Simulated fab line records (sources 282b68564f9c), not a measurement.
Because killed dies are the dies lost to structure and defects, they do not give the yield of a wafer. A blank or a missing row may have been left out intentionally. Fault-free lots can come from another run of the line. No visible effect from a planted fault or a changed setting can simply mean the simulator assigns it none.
fab line records :: flow rit_cmos
record:
  lots: 4
  wafers: 12
  last_day: 6
route steps=202 shown SDANNEAL@156 SILICIDE@161 CONTACT@168 M1@184
lots that met no fault: from a run of the same line without faults
start_h: hours from the record's opening day to when the first of the lot's shown wafers began :: wait_h: hours since the lot's step before :: " as in the row above :: L1.1+2: a single row standing in for several wafers :: - value missing, or start not given :: * or withheld: withheld :: < > ~ a bound
route shown NAME@n: names a module that has steps shown in the file, with the first one's number in the route :: usual: the fault-free wafers' mean and standard deviation :: same: alike in all rows :: chamber/n: place in a boat :: sites: the reading at each site :: _std_site: how widely they spread, as a standard deviation :: _edge_site: outer sites' mean less inner sites' :: radius_mm: how far each site lies from the wafer's centre :: mask NAME#n: copy n :: behind: the tool/chamber that last shaped the wafer :: hold: why the lot went on hold/how many hours it stayed there/how the hold came to an end :: device: whichever transistor did not switch (one of n, p or np) :: end of line: tests run on the same wafers once the route is complete :: where a step has no rows: the recipe by itself :: killed: at the first sort, the dies lost to defects and structure; wafer yield is something else :: map: a wafer's dies, x killed, . not, _ none there
set.NAME: the setting that was run; set.NAME@STEP: the one run at that earlier step :: model.NAME: the simulator's own value behind a step, which no gauge read
lots at some steps of the route; a table a step, a row a wafer
== steps ==
step: RIT_SDANNEAL_RTA_03
recipe:
  temp_c: 1050
  time_s: 5
  idle_temp_c: 600
  ramp_up_c_per_s: 342
  ramp_down_c_per_s: 171
  cool_to_c: 600
  ambient: N2
step: RIT_SILICIDE_WET_ETCH_00
recipe:
  chemistry: BOE
  target: SiO2
  target_depth_nm: 14
  time_s: 15
  dry: n2_spin
  dilution: 10:1
  temp_c: 21.5
step: RIT_SILICIDE_SPUTTER_01
recipe:
  material: Ti
  target_thk_nm: 30
  power_w: 350
  chamber_pressure_pa: 0.667
  gas: Ar
  time_s: 240
  substrate_temp_c: 25
step: RIT_SILICIDE_RTA_04
recipe:
  temp_c: 650
  time_s: 10
  idle_temp_c: 25
  ramp_up_s: 5
  ramp_down_s: 5
  cool_to_c: 25
  ambient: N2
step: RIT_SILICIDE_WET_ETCH_05
recipe:
  chemistry: SPM
  target: Ti
  temp_c: 90
  time_s: 120
  dry: n2_spin
step: RIT_SILICIDE_RTA_06
recipe:
  temp_c: 750
  time_s: 10
  idle_temp_c: 25
  ramp_up_s: 5
  ramp_down_s: 10
  cool_to_c: 25
  ambient: N2
step: RIT_CONTACT_CVD_00
recipe:
  material: SiO2
  target_thk_nm: 400
  precursor: TEOS
  temp_c: 390
  time_s: 61
  rf_w: 400
usual:
  heater_power_w: 308/38
  rf_fwd_power_W: 397.0/1.6
lot.wafer: L709.2
tool: pecvd-02
chamber: 1
start_h: 106.56
wait_h: 0.0
heater_power_w: 302
rf_fwd_power_W: 396.9
model.SiO2_of_CONTACT_CVD_00.thk_nm: 391.2

lot.wafer: L709.5
tool: pecvd-02
chamber: 2
start_h: 106.56
wait_h: 0.0
heater_power_w: 246
rf_fwd_power_W: 394.3
model.SiO2_of_CONTACT_CVD_00.thk_nm: 396.8

lot.wafer: L709.6
tool: pecvd-02
chamber: 1
start_h: 106.56
wait_h: 0.0
heater_power_w: 307
rf_fwd_power_W: 396.2
model.SiO2_of_CONTACT_CVD_00.thk_nm: 396.8

lot.wafer: L712.2
tool: pecvd-02
chamber: 0
start_h: 118.86
wait_h: 0.0
heater_power_w: 320
rf_fwd_power_W: 398.6
model.SiO2_of_CONTACT_CVD_00.thk_nm: 398.2

lot.wafer: L712.3
tool: pecvd-02
chamber: 1
start_h: 118.86
wait_h: 0.0
heater_power_w: 276
rf_fwd_power_W: 394.6
model.SiO2_of_CONTACT_CVD_00.thk_nm: 271.9

lot.wafer: L712.6
tool: pecvd-02
chamber: 1
start_h: 118.86
wait_h: 0.0
heater_power_w: 292
rf_fwd_power_W: 396.5
model.SiO2_of_CONTACT_CVD_00.thk_nm: 273.8

lot.wafer: L714.1
tool: pecvd-01
chamber: 0
start_h: 130.79
wait_h: 0.1
heater_power_w: 328
rf_fwd_power_W: 396.1
model.SiO2_of_CONTACT_CVD_00.thk_nm: 399.8

lot.wafer: L714.5
tool: pecvd-01
chamber: 1
start_h: 130.79
wait_h: 0.1
heater_power_w: 351
rf_fwd_power_W: 397.8
model.SiO2_of_CONTACT_CVD_00.thk_nm: 405.3

lot.wafer: L714.6
tool: pecvd-01
chamber: 2
start_h: 130.79
wait_h: 0.1
heater_power_w: 306
rf_fwd_power_W: 398.3
model.SiO2_of_CONTACT_CVD_00.thk_nm: 404.5

lot.wafer: L715.3
tool: pecvd-02
chamber: 1
start_h: 136.86
wait_h: 0.0
heater_power_w: 279
rf_fwd_power_W: 395.7
model.SiO2_of_CONTACT_CVD_00.thk_nm: 265.3

lot.wafer: L715.4
tool: pecvd-02
chamber: 1
start_h: 136.86
wait_h: 0.0
heater_power_w: 312
rf_fwd_power_W: 394.8
model.SiO2_of_CONTACT_CVD_00.thk_nm: 266.2

lot.wafer: L715.5
tool: pecvd-02
chamber: 2
start_h: 136.86
wait_h: 0.0
heater_power_w: 272
rf_fwd_power_W: 396.3
model.SiO2_of_CONTACT_CVD_00.thk_nm: 398.6
step: RIT_CONTACT_THK_MEAS_01
recipe:
  reads: SiO2_of_CONTACT_CVD_00
usual:
  CONTACT_TEOS_THK: 400/4.7
lot.wafer: L709.2
tool: film_metro-01
chamber: -
start_h: 106.62
wait_h: 0.0
CONTACT_TEOS_THK[nm]: 392

lot.wafer: L709.5
tool: film_metro-01
chamber: -
start_h: 106.62
wait_h: 0.0
CONTACT_TEOS_THK[nm]: 397

lot.wafer: L709.6
tool: film_metro-01
chamber: -
start_h: 106.62
wait_h: 0.0
CONTACT_TEOS_THK[nm]: 397

lot.wafer: L712.2
tool: film_metro-01
chamber: -
start_h: 118.92
wait_h: 0.0
CONTACT_TEOS_THK[nm]: 398

lot.wafer: L712.3
tool: film_metro-01
chamber: -
start_h: 118.92
wait_h: 0.0
CONTACT_TEOS_THK[nm]: 272

lot.wafer: L712.6
tool: film_metro-01
chamber: -
start_h: 118.92
wait_h: 0.0
CONTACT_TEOS_THK[nm]: 274

lot.wafer: L714.1
tool: film_metro-01
chamber: -
start_h: 130.84
wait_h: 0.0
CONTACT_TEOS_THK[nm]: 399

lot.wafer: L714.5
tool: film_metro-01
chamber: -
start_h: 130.84
wait_h: 0.0
CONTACT_TEOS_THK[nm]: 405

lot.wafer: L714.6
tool: film_metro-01
chamber: -
start_h: 130.84
wait_h: 0.0
CONTACT_TEOS_THK[nm]: 405

lot.wafer: L715.3
tool: film_metro-02
chamber: -
start_h: 136.93
wait_h: 0.0
CONTACT_TEOS_THK[nm]: 265

lot.wafer: L715.4
tool: film_metro-02
chamber: -
start_h: 136.93
wait_h: 0.0
CONTACT_TEOS_THK[nm]: 266

lot.wafer: L715.5
tool: film_metro-02
chamber: -
start_h: 136.93
wait_h: 0.0
CONTACT_TEOS_THK[nm]: 398
step: RIT_CONTACT_HMDS_02
recipe:
  prime_time_s: 60
  prime_temp_c: 140
step: RIT_CONTACT_COAT_03
recipe:
  resist: NOVOLAK
  spin_rpm: 3250
  resist_thk_nm: 1000
step: RIT_CONTACT_SOFTBAKE_04
recipe:
  resist: NOVOLAK
  temp_c: 90
  time_s: 60
step: RIT_CONTACT_EXPOSE_05
recipe:
  mask_id: M11
  na: 0.6
  source_shape: conventional
  sigma_outer: 0.5
  target_cd_nm: 1000
  dose_mj: 250
step: RIT_CONTACT_PEB_06
recipe:
  resist: NOVOLAK
  temp_c: withheld
  time_s: withheld
step: RIT_CONTACT_DEVELOP_07
recipe:
  resist: NOVOLAK
  develop_time_s: 120
  dev_temp_c: 23
step: RIT_CONTACT_HARDBAKE_10
recipe:
  resist: NOVOLAK
  temp_c: 140
  time_s: 60
step: RIT_CONTACT_ETCH_11
recipe:
  target_depth_a: 4800
  over_etch_frac: 0.2
  stop_on: TiSi2
  chemistry: CHF3/CF4/Ar
  target: SiO2
  CHF3_flow_sccm: 50
  cf4_flow_sccm: 10
  Ar_flow_sccm: 100
  O2_flow_sccm: 5
  pressure_mtorr: 100
  rf_w: 200
  time_s: 320
usual:
  CHF3_flow_sccm: 50.01/0.15
  chamber_pressure_mTorr: 100.00/0.093
  drypump_motor_current_A: 5.8/0.48
  oes_product_au: 0.988/0.018
  rf_fwd_power_W: 199.5/0.62
  throttle_valve_pct: 8.82/0.16
lot.wafer: L709.2
tool: rie_diel-03
chamber: 2
start_h: 108.06
wait_h: 0.1
CHF3_flow_sccm: 50.13
chamber_pressure_mTorr: 100.00
drypump_motor_current_A: 6.0
oes_product_au: 0.998
rf_fwd_power_W: 199.1
rf_hours_counter_h: 28
throttle_valve_pct: 8.86
model.CONTACT.feature_depth_nm: 391.2
model.etch.depth_nm: 391.2

lot.wafer: L709.5
tool: rie_diel-03
chamber: 2
start_h: 108.06
wait_h: 0.1
CHF3_flow_sccm: 50.06
chamber_pressure_mTorr: 100.05
drypump_motor_current_A: 6.0
oes_product_au: 0.997
rf_fwd_power_W: 199.3
rf_hours_counter_h: -
throttle_valve_pct: 8.84
model.CONTACT.feature_depth_nm: 396.8
model.etch.depth_nm: 396.8

lot.wafer: L709.6
tool: rie_diel-03
chamber: 3
start_h: 108.06
wait_h: 0.1
CHF3_flow_sccm: 50.06
chamber_pressure_mTorr: 100.02
drypump_motor_current_A: 6.1
oes_product_au: 0.975
rf_fwd_power_W: 200.4
rf_hours_counter_h: -
throttle_valve_pct: 8.58
model.CONTACT.feature_depth_nm: 396.8
model.etch.depth_nm: 396.8

lot.wafer: L712.2
tool: rie_diel-03
chamber: 3
start_h: 120.37
wait_h: 0.1
CHF3_flow_sccm: 49.91
chamber_pressure_mTorr: 99.91
drypump_motor_current_A: 6.1
oes_product_au: 0.986
rf_fwd_power_W: 198.7
rf_hours_counter_h: 41
throttle_valve_pct: 8.58
model.CONTACT.feature_depth_nm: 398.2
model.etch.depth_nm: 398.2

lot.wafer: L712.3
tool: rie_diel-03
chamber: 1
start_h: 120.37
wait_h: 0.1
CHF3_flow_sccm: 50.10
chamber_pressure_mTorr: 99.95
drypump_motor_current_A: 5.8
oes_product_au: 1.000
rf_fwd_power_W: 199.8
rf_hours_counter_h: 5
throttle_valve_pct: 8.72
model.CONTACT.feature_depth_nm: 271.9
model.etch.depth_nm: 271.9

lot.wafer: L712.6
tool: rie_diel-03
chamber: 3
start_h: 120.37
wait_h: 0.1
CHF3_flow_sccm: 50.06
chamber_pressure_mTorr: 100.12
drypump_motor_current_A: 6.1
oes_product_au: 0.966
rf_fwd_power_W: 199.6
rf_hours_counter_h: -
throttle_valve_pct: 8.57
model.CONTACT.feature_depth_nm: 273.8
model.etch.depth_nm: 273.8

lot.wafer: L714.1
tool: rie_diel-02
chamber: 1
start_h: 132.17
wait_h: 0.1
CHF3_flow_sccm: 49.96
chamber_pressure_mTorr: 100.09
drypump_motor_current_A: 6.3
oes_product_au: 0.951
rf_fwd_power_W: 200.2
rf_hours_counter_h: 25
throttle_valve_pct: 8.96
model.CONTACT.feature_depth_nm: 399.8
model.etch.depth_nm: 399.8

lot.wafer: L714.5
tool: rie_diel-02
chamber: 1
start_h: 132.17
wait_h: 0.1
CHF3_flow_sccm: 50.11
chamber_pressure_mTorr: 100.09
drypump_motor_current_A: 6.3
oes_product_au: 0.965
rf_fwd_power_W: 200.6
rf_hours_counter_h: -
throttle_valve_pct: 8.95
model.CONTACT.feature_depth_nm: 405.3
model.etch.depth_nm: 405.3

lot.wafer: L714.6
tool: rie_diel-02
chamber: 0
start_h: 132.17
wait_h: 0.1
CHF3_flow_sccm: 49.98
chamber_pressure_mTorr: 100.04
drypump_motor_current_A: 4.9
oes_product_au: 0.959
rf_fwd_power_W: 199.0
rf_hours_counter_h: -
throttle_valve_pct: 8.55
model.CONTACT.feature_depth_nm: 404.5
model.etch.depth_nm: 404.5

lot.wafer: L715.3
tool: rie_diel-02
chamber: 3
start_h: 138.24
wait_h: 0.1
CHF3_flow_sccm: 50.00
chamber_pressure_mTorr: 100.10
drypump_motor_current_A: 5.5
oes_product_au: 0.970
rf_fwd_power_W: 199.3
rf_hours_counter_h: 133
throttle_valve_pct: 8.82
model.CONTACT.feature_depth_nm: 265.3
model.etch.depth_nm: 265.3

lot.wafer: L715.4
tool: rie_diel-02
chamber: 0
start_h: 138.24
wait_h: 0.1
CHF3_flow_sccm: 49.84
chamber_pressure_mTorr: 100.09
drypump_motor_current_A: 4.9
oes_product_au: 0.945
rf_fwd_power_W: 198.7
rf_hours_counter_h: 7
throttle_valve_pct: 8.54
model.CONTACT.feature_depth_nm: 266.2
model.etch.depth_nm: 266.2

lot.wafer: L715.5
tool: rie_diel-02
chamber: 1
start_h: 138.24
wait_h: 0.1
CHF3_flow_sccm: 50.16
chamber_pressure_mTorr: 100.06
drypump_motor_current_A: 6.3
oes_product_au: 0.954
rf_fwd_power_W: 199.8
rf_hours_counter_h: -
throttle_valve_pct: 8.97
model.CONTACT.feature_depth_nm: 398.6
model.etch.depth_nm: 398.6
step: RIT_CONTACT_STRIP_12
recipe:
  chemistry: O2
  time_s: 180
  resist: NOVOLAK
  platen_temp_c: withheld
  power_w: 500
  pressure_mtorr: 4000
  o2_flow_sccm: 4000
step: RIT_CONTACT_CLEAN_13
recipe:
  chemistry: SC1
  mix: 3:3:50
  time_s: 600
  temp_c: 75
step: RIT_CONTACT_CLEAN_14
recipe:
  chemistry: SC2
  mix: 3:3:50
  time_s: 600
  temp_c: 75
  dry: n2_spin
step: RIT_M1_SPUTTER_00
recipe:
  material: Al
  target_thk_nm: 400
  power_w: 2000
  chamber_pressure_pa: 0.4
  gas: Ar
  time_s: 500
  substrate_temp_c: 25
step: RIT_M1_HMDS_03
recipe:
  prime_time_s: 60
  prime_temp_c: 140
step: RIT_M1_COAT_04
recipe:
  resist: NOVOLAK
  spin_rpm: 2000
  resist_thk_nm: 1300
step: RIT_M1_SOFTBAKE_05
recipe:
  resist: NOVOLAK
  temp_c: 90
  time_s: 60
step: RIT_M1_EXPOSE_06
recipe:
  mask_id: M12
  na: 0.6
  source_shape: conventional
  sigma_outer: 0.5
  target_cd_nm: 2600
  dose_mj: 250
step: RIT_M1_PEB_07
recipe:
  resist: NOVOLAK
  temp_c: withheld
  time_s: withheld
step: RIT_M1_DEVELOP_08
recipe:
  resist: NOVOLAK
  develop_time_s: 68
  dev_temp_c: 23
step: RIT_M1_HARDBAKE_11
recipe:
  resist: NOVOLAK
  temp_c: 140
  time_s: 120
step: RIT_M1_METAL_ETCH_12
recipe:
  stop_on: SiO2
  chemistry: Cl2/BCl3
  target: Al
  time_s: 165
  over_etch_frac: 0.5
  pressure_mtorr: 100
  target_depth_a: 6000
  rf_w: 250
  Cl2_flow_sccm: 60
  bcl3_flow_sccm: 50
usual:
  chamber_pressure_mTorr: 99.99/0.095
  drypump_motor_current_A: 5.4/0.33
  oes_product_au: 0.779/0.012
  rf_fwd_power_W: 248.9/0.78
  throttle_valve_pct: 8.25/0.13
lot.wafer: L709.2
tool: rie_metal-03
chamber: 1
start_h: 110.79
wait_h: 0.2
chamber_pressure_mTorr: 99.93
drypump_motor_current_A: 5.6
oes_product_au: 0.778
rf_fwd_power_W: 249.1
rf_hours_counter_h: 1
throttle_valve_pct: 8.35
model.SiO2_of_CONTACT_CVD_00.thk_nm: 355.8

lot.wafer: L709.5
tool: rie_metal-03
chamber: 1
start_h: 110.79
wait_h: 0.2
chamber_pressure_mTorr: 99.92
drypump_motor_current_A: 5.6
oes_product_au: 0.780
rf_fwd_power_W: 250.8
rf_hours_counter_h: -
throttle_valve_pct: 8.33
model.SiO2_of_CONTACT_CVD_00.thk_nm: 361.1

lot.wafer: L709.6
tool: rie_metal-03
chamber: 0
start_h: 110.79
wait_h: 0.2
chamber_pressure_mTorr: 99.91
drypump_motor_current_A: 4.9
oes_product_au: 0.798
rf_fwd_power_W: 248.1
rf_hours_counter_h: -
throttle_valve_pct: 8.24
model.SiO2_of_CONTACT_CVD_00.thk_nm: 359

lot.wafer: L712.2
tool: rie_metal-03
chamber: 1
start_h: 122.97
wait_h: 0.2
chamber_pressure_mTorr: 99.84
drypump_motor_current_A: 5.6
oes_product_au: 0.789
rf_fwd_power_W: 250.0
rf_hours_counter_h: 1
throttle_valve_pct: 8.35
model.SiO2_of_CONTACT_CVD_00.thk_nm: 363

lot.wafer: L712.3
tool: rie_metal-03
chamber: 1
start_h: 122.97
wait_h: 0.2
chamber_pressure_mTorr: 100.16
drypump_motor_current_A: 5.6
oes_product_au: 0.789
rf_fwd_power_W: 249.4
rf_hours_counter_h: -
throttle_valve_pct: 8.36
model.SiO2_of_CONTACT_CVD_00.thk_nm: 236.6

lot.wafer: L712.6
tool: rie_metal-03
chamber: 1
start_h: 122.97
wait_h: 0.2
chamber_pressure_mTorr: 100.04
drypump_motor_current_A: 5.6
oes_product_au: 0.786
rf_fwd_power_W: 249.2
rf_hours_counter_h: -
throttle_valve_pct: 8.35
model.SiO2_of_CONTACT_CVD_00.thk_nm: 238.4

lot.wafer: L714.1
tool: rie_metal-04
chamber: 0
start_h: 135.04
wait_h: 0.2
chamber_pressure_mTorr: 100.28
drypump_motor_current_A: 5.8
oes_product_au: 0.767
rf_fwd_power_W: 249.4
rf_hours_counter_h: 3
throttle_valve_pct: 8.33
model.SiO2_of_CONTACT_CVD_00.thk_nm: 362.8

lot.wafer: L714.5
tool: rie_metal-04
chamber: 0
start_h: 135.04
wait_h: 0.2
chamber_pressure_mTorr: 100.00
drypump_motor_current_A: 5.8
oes_product_au: 0.770
rf_fwd_power_W: 250.0
rf_hours_counter_h: -
throttle_valve_pct: 8.37
model.SiO2_of_CONTACT_CVD_00.thk_nm: 368.3

lot.wafer: L714.6
tool: rie_metal-04
chamber: 1
start_h: 135.04
wait_h: 0.2
chamber_pressure_mTorr: 100.00
drypump_motor_current_A: 5.3
oes_product_au: 0.763
rf_fwd_power_W: 248.7
rf_hours_counter_h: -
throttle_valve_pct: 8.23
model.SiO2_of_CONTACT_CVD_00.thk_nm: 368.1

lot.wafer: L715.3
tool: rie_metal-03
chamber: 1
start_h: 141.03
wait_h: 0.2
chamber_pressure_mTorr: 100.09
drypump_motor_current_A: 5.6
oes_product_au: 0.768
rf_fwd_power_W: 249.1
rf_hours_counter_h: -
throttle_valve_pct: 8.34
model.SiO2_of_CONTACT_CVD_00.thk_nm: 229.8

lot.wafer: L715.4
tool: rie_metal-03
chamber: 0
start_h: 141.03
wait_h: 0.2
chamber_pressure_mTorr: 100.09
drypump_motor_current_A: 4.8
oes_product_au: 0.787
rf_fwd_power_W: 248.8
rf_hours_counter_h: -
throttle_valve_pct: 8.23
model.SiO2_of_CONTACT_CVD_00.thk_nm: 228.8

lot.wafer: L715.5
tool: rie_metal-03
chamber: 1
start_h: 141.03
wait_h: 0.2
chamber_pressure_mTorr: 99.87
drypump_motor_current_A: 5.6
oes_product_au: 0.770
rf_fwd_power_W: 250.0
rf_hours_counter_h: -
throttle_valve_pct: 8.36
model.SiO2_of_CONTACT_CVD_00.thk_nm: 363.2
step: RIT_M1_STRIP_13
recipe:
  chemistry: nmp
  resist: NOVOLAK
  temp_c: 80
  time_s: 600
  dry: n2_spin
step: RIT_M1_PROBE_99
usual:
  killed_at_contacts: 0.1/0.27
  killed_at_front_end: 7/3.1
  killed_dies: 7/3.1
  killed_open: 3.3/2.1
  killed_short: 3.5/2
same:
  gross_dies: 264
  killed_at_M0_to_M3: 0
  killed_at_M4_up: 0
  killed_at_back_side: 0
  killed_at_other: 0
lot.wafer: L709.2
tool: prober-02
chamber: -
start_h: 113.12
wait_h: 0.1
killed_at_contacts: 0
killed_at_front_end: 8
killed_dies: 8
killed_open: 3
killed_short: 5
model.etest.field_p_metal.vt_v: -28.22
model.etest.nmos_0p15.junction_log10_a_um: -13.41
model.etest.nmos_narrow.off_log10_a_um: -13.22
model.etest.nmos_0p3.off_log10_a_um: -13.13
model.etest.gate_end_array.leak_log10_a_um: -13.01
model.etest.pmos_0p15.junction_log10_a_um: -13.84
model.etest.contact_diode_array.leak_log10_a: -9.509
model.etest.antenna_contact.vt_shift_v: -0.01245

lot.wafer: L709.5
tool: prober-02
chamber: -
start_h: 113.27
wait_h: 0.2
killed_at_contacts: 0
killed_at_front_end: 5
killed_dies: 5
killed_open: 2
killed_short: 3
model.etest.field_p_metal.vt_v: -28.47
model.etest.nmos_0p15.junction_log10_a_um: -13.64
model.etest.nmos_narrow.off_log10_a_um: -13.23
model.etest.nmos_0p3.off_log10_a_um: -13.09
model.etest.gate_end_array.leak_log10_a_um: -12.9
model.etest.pmos_0p15.junction_log10_a_um: -13.9
model.etest.contact_diode_array.leak_log10_a: -9.373
model.etest.antenna_contact.vt_shift_v: -0.01741

lot.wafer: L709.6
tool: prober-02
chamber: -
start_h: 113.32
wait_h: 0.2
killed_at_contacts: 0
killed_at_front_end: 2
killed_dies: 2
killed_open: 0
killed_short: 2
model.etest.field_p_metal.vt_v: -28.51
model.etest.nmos_0p15.junction_log10_a_um: -13.63
model.etest.nmos_narrow.off_log10_a_um: -13.34
model.etest.nmos_0p3.off_log10_a_um: -13.24
model.etest.gate_end_array.leak_log10_a_um: -13.05
model.etest.pmos_0p15.junction_log10_a_um: -13.75
model.etest.contact_diode_array.leak_log10_a: -9.42
model.etest.antenna_contact.vt_shift_v: -0.01213

lot.wafer: L712.2
tool: prober-01
chamber: -
start_h: 125.29
wait_h: 0.1
killed_at_contacts: 0
killed_at_front_end: 4
killed_dies: 4
killed_open: 1
killed_short: 3
model.etest.field_p_metal.vt_v: -28.29
model.etest.nmos_0p15.junction_log10_a_um: -13.42
model.etest.nmos_narrow.off_log10_a_um: -13.2
model.etest.nmos_0p3.off_log10_a_um: -13.01
model.etest.gate_end_array.leak_log10_a_um: -12.82
model.etest.pmos_0p15.junction_log10_a_um: -13.7
model.etest.contact_diode_array.leak_log10_a: -9.389
model.etest.antenna_contact.vt_shift_v: -0.01059

lot.wafer: L712.3
tool: prober-01
chamber: -
start_h: 125.34
wait_h: 0.2
killed_at_contacts: 0
killed_at_front_end: 8
killed_dies: 8
killed_open: 6
killed_short: 2
model.etest.field_p_metal.vt_v: -22.05
model.etest.nmos_0p15.junction_log10_a_um: -12.37
model.etest.nmos_narrow.off_log10_a_um: -12.32
model.etest.nmos_0p3.off_log10_a_um: -12.28
model.etest.gate_end_array.leak_log10_a_um: -12.09
model.etest.pmos_0p15.junction_log10_a_um: -13.27
model.etest.contact_diode_array.leak_log10_a: -8.949
model.etest.antenna_contact.vt_shift_v: -0.02512

lot.wafer: L712.6
tool: prober-01
chamber: -
start_h: 125.49
wait_h: 0.2
killed_at_contacts: 0
killed_at_front_end: 1
killed_dies: 1
killed_open: 1
killed_short: 0
model.etest.field_p_metal.vt_v: -22.46
model.etest.nmos_0p15.junction_log10_a_um: -12.36
model.etest.nmos_narrow.off_log10_a_um: -12.32
model.etest.nmos_0p3.off_log10_a_um: -12.31
model.etest.gate_end_array.leak_log10_a_um: -12.17
model.etest.pmos_0p15.junction_log10_a_um: -13.28
model.etest.contact_diode_array.leak_log10_a: -8.953
model.etest.antenna_contact.vt_shift_v: -0.02671

lot.wafer: L714.1
tool: prober-01
chamber: -
start_h: 137.29
wait_h: 0.1
killed_at_contacts: 1
killed_at_front_end: 2
killed_dies: 3
killed_open: 1
killed_short: 2
model.etest.field_p_metal.vt_v: -29.14
model.etest.nmos_0p15.junction_log10_a_um: -13.61
model.etest.nmos_narrow.off_log10_a_um: -13.29
model.etest.nmos_0p3.off_log10_a_um: -12.97
model.etest.gate_end_array.leak_log10_a_um: -12.77
model.etest.pmos_0p15.junction_log10_a_um: -13.74
model.etest.contact_diode_array.leak_log10_a: -9.114
model.etest.antenna_contact.vt_shift_v: -0.0093

lot.wafer: L714.5
tool: prober-01
chamber: -
start_h: 137.49
wait_h: 0.2
killed_at_contacts: 0
killed_at_front_end: 4
killed_dies: 4
killed_open: 1
killed_short: 3
model.etest.field_p_metal.vt_v: -29.6
model.etest.nmos_0p15.junction_log10_a_um: -13.54
model.etest.nmos_narrow.off_log10_a_um: -13.24
model.etest.nmos_0p3.off_log10_a_um: -13.23
model.etest.gate_end_array.leak_log10_a_um: -13.14
model.etest.pmos_0p15.junction_log10_a_um: -13.75
model.etest.contact_diode_array.leak_log10_a: -9.558
model.etest.antenna_contact.vt_shift_v: -0.01003

lot.wafer: L714.6
tool: prober-01
chamber: -
start_h: 137.54
wait_h: 0.2
killed_at_contacts: 0
killed_at_front_end: 2
killed_dies: 2
killed_open: 1
killed_short: 1
model.etest.field_p_metal.vt_v: -29.47
model.etest.nmos_0p15.junction_log10_a_um: -13.63
model.etest.nmos_narrow.off_log10_a_um: -13.18
model.etest.nmos_0p3.off_log10_a_um: -13.11
model.etest.gate_end_array.leak_log10_a_um: -12.96
model.etest.pmos_0p15.junction_log10_a_um: -13.68
model.etest.contact_diode_array.leak_log10_a: -9.348
model.etest.antenna_contact.vt_shift_v: -0.007618

lot.wafer: L715.3
tool: prober-02
chamber: -
start_h: 143.33
wait_h: 0.2
killed_at_contacts: 0
killed_at_front_end: 4
killed_dies: 4
killed_open: 3
killed_short: 1
model.etest.field_p_metal.vt_v: -23.1
model.etest.nmos_0p15.junction_log10_a_um: -12.21
model.etest.nmos_narrow.off_log10_a_um: -12.16
model.etest.nmos_0p3.off_log10_a_um: -12.18
model.etest.gate_end_array.leak_log10_a_um: -12.02
model.etest.pmos_0p15.junction_log10_a_um: -13.16
model.etest.contact_diode_array.leak_log10_a: -8.889
model.etest.antenna_contact.vt_shift_v: -0.03111

lot.wafer: L715.4
tool: prober-02
chamber: -
start_h: 143.38
wait_h: 0.2
killed_at_contacts: 1
killed_at_front_end: 13
killed_dies: 14
killed_open: 5
killed_short: 9
model.etest.field_p_metal.vt_v: -23.05
model.etest.nmos_0p15.junction_log10_a_um: -12.3
model.etest.nmos_narrow.off_log10_a_um: -12.27
model.etest.nmos_0p3.off_log10_a_um: -12.25
model.etest.gate_end_array.leak_log10_a_um: -12.08
model.etest.pmos_0p15.junction_log10_a_um: -13.22
model.etest.contact_diode_array.leak_log10_a: -8.754
model.etest.antenna_contact.vt_shift_v: -0.02941

lot.wafer: L715.5
tool: prober-02
chamber: -
start_h: 143.43
wait_h: 0.2
killed_at_contacts: 0
killed_at_front_end: 6
killed_dies: 6
killed_open: 3
killed_short: 3
model.etest.field_p_metal.vt_v: -30.18
model.etest.nmos_0p15.junction_log10_a_um: -13.35
model.etest.nmos_narrow.off_log10_a_um: -13.27
model.etest.nmos_0p3.off_log10_a_um: -13.08
model.etest.gate_end_array.leak_log10_a_um: -12.87
model.etest.pmos_0p15.junction_log10_a_um: -13.67
model.etest.contact_diode_array.leak_log10_a: -9.466
model.etest.antenna_contact.vt_shift_v: -0.01081
killed by level:class
L709.2 GATE:geometric_particle:open=2 GATE:geometric_particle:short=2 FOX2:geometric_particle:short=1 REOX:geometric_particle:short=1 SPACER:geometric_particle:open=1 SILICIDE:geometric_particle:short=1
L709.5 GATE:geometric_particle:short=2 GATE:geometric_particle:open=1 REOX:geometric_particle:open=1 REOX:geometric_particle:short=1
L709.6 GATE:geometric_particle:short=1 SPACER:geometric_particle:short=1
L712.2 GATE:geometric_particle:short=3 GATE:geometric_particle:open=1
L712.3 GATE:geometric_particle:open=5 FOX1:geometric_particle:short=1 FOX2:geometric_particle:open=1 GATE:geometric_particle:short=1
L712.6 REOX:geometric_particle:open=1
L714.1 FOX2:geometric_particle:short=1 GATE:geometric_particle:short=1 CONTACT:geometric_particle:open=1
L714.5 FOX1:geometric_particle:open=1 FOX1:geometric_particle:short=1 SPACER:geometric_particle:short=1 SILICIDE:geometric_particle:short=1
L714.6 REOX:geometric_particle:open=1 SILICIDE:geometric_particle:short=1
L715.3 FOX1:geometric_particle:short=1 GATE:geometric_particle:open=1 REOX:geometric_particle:open=1 SPACER:geometric_particle:open=1
L715.4 GATE:geometric_particle:short=6 GATE:geometric_particle:open=3 FOX1:geometric_particle:short=1 REOX:geometric_particle:short=1 SPACER:geometric_particle:open=1 SILICIDE:geometric_particle:short=1 CONTACT:geometric_particle:open=1
L715.5 GATE:geometric_particle:open=2 GATE:geometric_particle:short=1 REOX:geometric_particle:short=1 SPACER:geometric_particle:open=1 SILICIDE:geometric_particle:short=1
== key ==
first_sign:
  step: RIT_CONTACT_THK_MEAS_01
  reading: CONTACT_TEOS_THK
  direction: down
  sigmas: 28
  usual: 400
  struck: 269
effect none on later readings
model_effect:
  step: RIT_CONTACT_CVD_00
  value: SiO2_of_CONTACT_CVD_00.thk_nm
  without: 399.3
  struck: 269.3
model_effect:
  step: RIT_CONTACT_ETCH_11
  value: CONTACT.feature_depth_nm
  without: 399.3
  struck: 269.3
model_effect:
  step: RIT_M1_METAL_ETCH_12
  value: SiO2_of_CONTACT_CVD_00.thk_nm
  without: 363.4
  struck: 233.4
model_effect:
  step: RIT_M1_PROBE_99
  value: etest.field_p_metal.vt_v
  without: -29.24
  struck: -22.66
met_at RIT_CONTACT_CVD_00
struck_wafers L712.3,L712.6,L715.3,L715.4
tester_left_out L712,L715
onset_between 106.56 118.86
fault:
  kind: process_parameter_drift
  tool: pecvd-02
  chamber: 1
  onset_h: 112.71
  steps: RIT_CONTACT_CVD_00
  channel: target_thk_nm
  offset: -129.97
  shape: step
  end_h: 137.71
  stated: 400
tester_left_out: of these lots the tester's yield and bins aren't shown, on N5 and GAA mostly nor the transistor test; their killed dies are dies lost to structure and defects alone, not to doping, threshold or leakage, so they don't give the yield
